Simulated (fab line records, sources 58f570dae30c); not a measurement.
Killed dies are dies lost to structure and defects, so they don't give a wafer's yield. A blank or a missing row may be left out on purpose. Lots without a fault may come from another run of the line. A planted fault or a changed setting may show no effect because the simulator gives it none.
Which tool did it? | flow berkeley_cmos170 | 14 lots, 42 wafers sampled, at 4 steps of a route of 331

WHAT THE GAUGES READ, wafer by wafer
UCB170_PWELL_THK_MEAS_06.
lot  | measured    | on            | PWELL_NITRIDE_THK (nm)
L876 | day 3 04:05 | film_metro-04 | 221.2 221.5 221.4
L877 | day 3 04:05 | film_metro-01 | 220.5 221.8 221.9
L878 | day 3 08:15 | film_metro-03 | 221.6 221.1 219.3
L879 | day 3 08:15 | film_metro-01 | 222.1 223.3 222.2
L880 | day 3 19:47 | film_metro-01 | 219.5 220.1 220.5
L881 | day 4 00:33 | film_metro-04 | 217.3 219.1 219.4
L882 | day 4 09:28 | film_metro-03 | 217.8 217.8 217.4
L890 | day 6 04:02 | film_metro-01 | 223.1 224.0 224.6
L892 | day 6 13:44 | film_metro-04 | 221.0 220.8 220.0
L893 | day 6 13:45 | film_metro-03 | 222.1 221.7 222.9
L895 | day 7 04:57 | film_metro-03 | 223.7 222.7 221.8
L897 | day 7 09:52 | film_metro-01 | 223.3 221.3 222.0
L898 | day 7 18:16 | film_metro-04 | 224.5 224.9 225.0
L899 | day 7 18:16 | film_metro-03 | 222.0 222.5 220.3

UCB170_ACTIVE_OVL_MEAS_14.
lot  | measured    | on         | ACTIVE_OVL (nm)
L876 | day 4 13:00 | overlay-02 | -1 -3 1
L877 | day 4 13:19 | overlay-02 | 5 0 5
L878 | day 4 13:37 | overlay-02 | -5 2 -1
L879 | day 4 13:10 | overlay-01 | 3 0 7
L880 | day 5 05:22 | overlay-01 | 6 5 6
L881 | day 5 04:53 | overlay-02 | 2 0 -3
L882 | day 5 15:52 | overlay-01 | -1 2 4
L890 | day 7 10:31 | overlay-02 | 6 5 2
L892 | day 7 20:14 | overlay-01 | 5 3 5
L893 | day 7 20:29 | overlay-02 | 6 5 0
L895 | day 8 13:56 | overlay-02 | 5 7 12
L897 | day 8 19:34 | overlay-01 | 9 6 4
L898 | day 9 05:50 | overlay-02 | 12 12 13
L899 | day 9 06:08 | overlay-01 | 6 0 -2

UCB170_PFIELD_TW_MEAS_09.
lot  | measured    | on            | PFIELD_TW
L876 | day 4 17:31 | film_metro-02 | 608 607 610
L877 | day 4 17:24 | film_metro-01 | 612 611 606
L878 | day 4 17:47 | film_metro-02 | 609 608 608
L879 | day 4 17:23 | film_metro-03 | 597 602 598
L880 | day 5 07:03 | film_metro-02 | 701 706 704
L881 | day 5 06:46 | film_metro-03 | 599 598 593
L882 | day 5 21:05 | film_metro-01 | 702 702 701
L890 | day 7 12:29 | film_metro-02 | 608 607 604
L892 | day 7 23:03 | film_metro-01 | 608 608 607
L893 | day 7 23:07 | film_metro-02 | 608 609 610
L895 | day 8 15:58 | film_metro-01 | 606 606 606
L897 | day 8 23:08 | film_metro-03 | 603 602 601
L898 | day 9 07:38 | film_metro-03 | 599 599 602
L899 | day 9 08:05 | film_metro-03 | 605 604 602

WHICH TOOL RAN EACH LOT (tool, then ch and the chambers of the sampled wafers, then the start)
lot  | UCB170_PFIELD_IMPLANT_07
L876 | implanter-01 ch 0, day 4 17:17
L877 | implanter-04 ch 0, day 4 17:11
L878 | implanter-04 ch 0, day 4 17:32
L879 | implanter-02 ch 0, day 4 17:10
L880 | implanter-04 ch 0, day 5 06:48
L881 | implanter-02 ch 0, day 5 06:32
L882 | implanter-04 ch 0, day 5 20:52
L890 | implanter-02 ch 0, day 7 12:15
L892 | implanter-02 ch 0, day 7 22:48
L893 | implanter-01 ch 0, day 7 22:53
L895 | implanter-02 ch 0, day 8 15:45
L897 | implanter-01 ch 0, day 8 22:53
L898 | implanter-02 ch 0, day 9 07:23
L899 | implanter-01 ch 0, day 9 07:50
- UCB170_PFIELD_IMPLANT_07

WHAT THE TOOLS THEMSELVES READ (means of the sampled wafers that have a number; where no wafer has one, the mark that the record gives instead)
UCB170_PFIELD_IMPLANT_07.
lot  | tool         | dose_ions_cm2 | faraday_current_uA
L876 | implanter-01 | 1.9978e+13    | 63.4
L877 | implanter-04 | 2.0016e+13    | 63.5
L878 | implanter-04 | 1.9974e+13    | 63.7
L879 | implanter-02 | 1.9998e+13    | 62.0
L880 | implanter-04 | 3.1967e+13    | 101.7
L881 | implanter-02 | 2.0013e+13    | 64.4
L882 | implanter-04 | 3.2015e+13    | 99.9
L890 | implanter-02 | 1.9977e+13    | 63.2
L892 | implanter-02 | 1.9996e+13    | 63.5
L893 | implanter-01 | 1.9999e+13    | 63.4
L895 | implanter-02 | 1.9999e+13    | 65.1
L897 | implanter-01 | 1.9977e+13    | 63.5
L898 | implanter-02 | 2.0009e+13    | 64.5
L899 | implanter-01 | 2.0017e+13    | 64.6

THE ANSWER, worked out from the rows above alone
Rule: what is usual is taken from the lots themselves. Put in order of their means at a reading, lots are off if they are a third of the lots or fewer, leave a main group of 4 or more, and stand apart from it by a gap of 3 or more times the standard deviation of the main group's means; of several such gaps the widest counts. A main group whose means are all the same, to the digits that the tables above print for the reading, isn't used. A lot without any number at a reading at which 4 lots or more have one is off too. The other lots that the step has rows for count as sound. The gauges are gone through in route order, then the tools' own readings, and for those a lot's mean is taken as printed above. The first step at which some lot is off is used, and at that step the reading that is off furthest; a lot without a number counts as furthest.
Off: L880, L882, at UCB170_PFIELD_TW_MEAS_09 (PFIELD_TW). The main group: mean 605, standard deviation 4.2.
A tool fits if, at a process step before that reading, it ran every lot that is off, and no sound lot after the first of them. The gauges at UCB170_PFIELD_TW_MEAS_09 aren't tried: what is off there is off at UCB170_PFIELD_IMPLANT_07 too, on other tools, and a gauge's error can't cause that. One fits: implanter-04 at UCB170_PFIELD_IMPLANT_07. Its last sound lot is L878 (day 4 17:32), its first lot that is off L880 (day 5 06:48): a fault that began between those two fits.
The tool's own readings at UCB170_PFIELD_IMPLANT_07 bear it out: on the lots that are off they differ by more than 5 times the standard deviation of the sound lots' means. dose_ions_cm2 reads 3.1991e+13 there against 1.9996e+13 on the sound lots; faraday_current_uA reads 100.8 there against 63.7 on the sound lots.

WHAT THE SIMULATOR HAD PUT IN
Process parameter drift: implanter-04, from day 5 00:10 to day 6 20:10, at UCB170_PFIELD_IMPLANT_07. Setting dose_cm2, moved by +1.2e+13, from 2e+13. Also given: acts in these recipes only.
Lots struck among those shown: L880, L882. The rule above found the same.
